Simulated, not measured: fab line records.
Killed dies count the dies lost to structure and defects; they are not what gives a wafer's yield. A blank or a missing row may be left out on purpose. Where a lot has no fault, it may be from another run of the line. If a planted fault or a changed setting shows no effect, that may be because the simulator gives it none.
Matching of chambers || flow berkeleyCmos170 || UCB170_GATE_ETCH_15 on rieSi-02: 4 sister chambers
The step etches poly-Si in HBr/Cl2, stops on SiO2, time 56.3 s, target depth 278.2 nm. 4 wafers are shown with their chamber, then 7 later ones without.

EACH WAFER AND ITS CHAMBER
{"wafer": "L510.6", "chamber": 2, "drypumpMotorCurrentA (A)": 6.2}
{"wafer": "L511.3", "chamber": 3, "drypumpMotorCurrentA (A)": 6.5}
{"wafer": "L512.2", "chamber": 1, "drypumpMotorCurrentA (A)": 5.8}
{"wafer": "L512.4", "chamber": 0, "drypumpMotorCurrentA (A)": 6.7}

WAFERS WHOSE CHAMBER IS MISSING
{"wafer": "L512.5", "drypumpMotorCurrentA (A)": 6.4}
{"wafer": "L520.1", "drypumpMotorCurrentA (A)": 6.4}
{"wafer": "L520.2", "drypumpMotorCurrentA (A)": 5.8}
{"wafer": "L520.3", "drypumpMotorCurrentA (A)": 6.6}
{"wafer": "L524.1", "drypumpMotorCurrentA (A)": 5.8}
{"wafer": "L524.3", "drypumpMotorCurrentA (A)": 6.7}
{"wafer": "L524.5", "drypumpMotorCurrentA (A)": 6.4}

CHAMBER TAKEN BY EACH
{"wafer": "L512.5", "from the rows above": "can't be placed: 3 or 2", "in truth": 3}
{"wafer": "L520.1", "from the rows above": "can't be placed: 3 or 2", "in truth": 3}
{"wafer": "L520.2", "from the rows above": 1, "in truth": 1}
{"wafer": "L520.3", "from the rows above": "can't be placed: 3 or 0", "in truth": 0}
{"wafer": "L524.1", "from the rows above": 1, "in truth": 1}
{"wafer": "L524.3", "from the rows above": 0, "in truth": 0}
{"wafer": "L524.5", "from the rows above": "can't be placed: 3 or 2", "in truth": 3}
3 of 7 placed correctly. From these rows, 4 cannot be placed; in 4 the true chamber is one of the candidates. Number placed wrongly: 0.
How it was worked out, from the rows above alone: a wafer's distance from a chamber is the root of the sum, over the readings, of the square of ((its reading less the chamber's mean) divided by the reading's scatter). If the next closest chamber is less than 2 further off than the closest, the wafer can't be placed; otherwise it belongs to the closest. Each chamber's mean is taken over the wafers shown for it. The scatter (one wafer shown for each chamber): square how far every hidden wafer sits from the nearest shown wafer, average those squares and take the square root.
